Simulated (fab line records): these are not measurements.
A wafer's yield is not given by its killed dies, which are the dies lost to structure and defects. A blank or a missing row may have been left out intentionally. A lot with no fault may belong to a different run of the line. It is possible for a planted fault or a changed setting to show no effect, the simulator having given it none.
Which tool is to blame?	flow berkeleyCmos170	42 wafers from 14 lots sampled at 3 of the route's 331 steps

## WHAT THE GAUGES SHOWED, per wafer
UCB170_V2_THK_MEAS_01.
lot	measured	on	V2_TEOS_THK (nm)
L130	day 8 00:04	filmMetro-02	2011 2024 2020
L131	day 8 05:53	filmMetro-04	1965 2004 2046
L129	day 8 06:10	filmMetro-03	1985 1995 1946
L138	day 10 01:44	filmMetro-03	1978 2011 2045
L140	day 10 04:47	filmMetro-04	1970 1984 2020
L141	day 10 05:03	filmMetro-04	2043 2013 2065
L144	day 10 19:05	filmMetro-03	2014 2026 2051
L145	day 10 19:17	filmMetro-02	1985 2022 2027
L146	day 10 22:35	filmMetro-02	2007 2042 1996
L147	day 10 22:55	filmMetro-04	1993 2021 2021
L148	day 11 14:14	filmMetro-02	2024 2023 2015
L151	day 11 14:47	filmMetro-03	1972 2012 2010
L149	day 11 15:08	filmMetro-03	1979 1993 2024
L150	day 11 23:37	filmMetro-02	1978 1986 2031

UCB170_M3_OVL_MEAS_16.
lot	measured	on	M3_OVL (nm)
L130	day 8 06:48	overlay-02	0 -1 5
L131	day 8 10:28	overlay-02	9 15 8
L129	day 8 10:54	overlay-01	-1 -3 2
L138	day 10 08:10	overlay-02	10 8 13
L140	day 10 10:43	overlay-02	11 1 3
L141	day 10 10:59	overlay-02	3 2 0
L144	day 10 23:27	overlay-02	-3 -3 -2
L145	day 10 23:55	overlay-01	3 5 1
L146	day 11 03:13	overlay-01	-1 -1 -6
L147	day 11 03:28	overlay-02	1 4 3
L148	day 11 18:37	overlay-02	1 4 -2
L151	day 11 19:06	overlay-02	-2 1 -8
L149	day 11 19:28	overlay-02	-2 -1 -4
L150	day 12 04:37	overlay-02	11 4 0

## WHAT TOOL EACH LOT RAN ON (gives the tool, then ch and the chambers of the sampled wafers, and finally the start)
lot	UCB170_V2_CMP_02
L130	cmp-01 ch 0,1,3, day 8 00:11
L131	cmp-02 ch 0,1, day 8 06:00
L129	cmp-01 ch 0,2,3, day 8 06:14
L138	cmp-02 ch 1,2,3, day 10 01:54
L140	cmp-02 ch 0,3, day 10 04:53
L141	cmp-02 ch 1,2,3, day 10 05:11
L144	cmp-01 ch 2,3, day 10 19:09
L145	cmp-01 ch 2,3, day 10 19:30
L146	cmp-01 ch 0,2,3, day 10 22:44
L147	cmp-02 ch 1,2,3, day 10 22:58
L148	cmp-01 ch 0,1,3, day 11 14:18
L151	cmp-01 ch 1,2,3, day 11 14:50
L149	cmp-02 ch 2,3, day 11 15:11
L150	cmp-02 ch 0,1,3, day 11 23:41
- UCB170_V2_CMP_02: polishes SiO2.

## WHAT THE TOOLS THEMSELVES READ (means of the sampled wafers that have a number; where no wafer has one, the mark that the record gives instead)
UCB170_V2_CMP_02.
lot	tool	motorCurrentA (A)	retainingRingPressureFrac
L130	cmp-01	15.8	0.999
L131	cmp-02	16.3	0.995
L129	cmp-01	15.7	1.001
L138	cmp-02	16.3	1.000
L140	cmp-02	16.7	0.992
L141	cmp-02	16.6	1.000
L144	cmp-01	16.8	1.001
L145	cmp-01	16.8	1.000
L146	cmp-01	16.0	1.000
L147	cmp-02	15.7	1.008
L148	cmp-01	15.9	1.005
L151	cmp-01	16.6	0.997
L149	cmp-02	17.1	1.002
L150	cmp-02	16.4	1.000

## THE ANSWER, worked out from the rows above alone
Rule: what is usual is taken from the lots themselves. Put in order of their means at a reading, lots are off if they are a third of the lots or fewer, leave a main group of 4 or more, and stand apart from it by a gap of 3 or more times the standard deviation of the main group's means; of several such gaps the widest counts. A main group whose means are all the same, to the digits that the tables above print for the reading, isn't used. A lot without any number at a reading at which 4 lots or more have one is off too. All remaining lots with rows at the step are treated as sound. After the gauges, taken in route order, come the tools' own readings; for these a lot's mean is taken, as printed above. The first step at which some lot is off is used, and at that step the reading that is off furthest; a lot without a number counts as furthest.
No lot is off at any reading shown: from this, nothing can be told.

## WHAT THE SIMULATOR HAD INSERTED
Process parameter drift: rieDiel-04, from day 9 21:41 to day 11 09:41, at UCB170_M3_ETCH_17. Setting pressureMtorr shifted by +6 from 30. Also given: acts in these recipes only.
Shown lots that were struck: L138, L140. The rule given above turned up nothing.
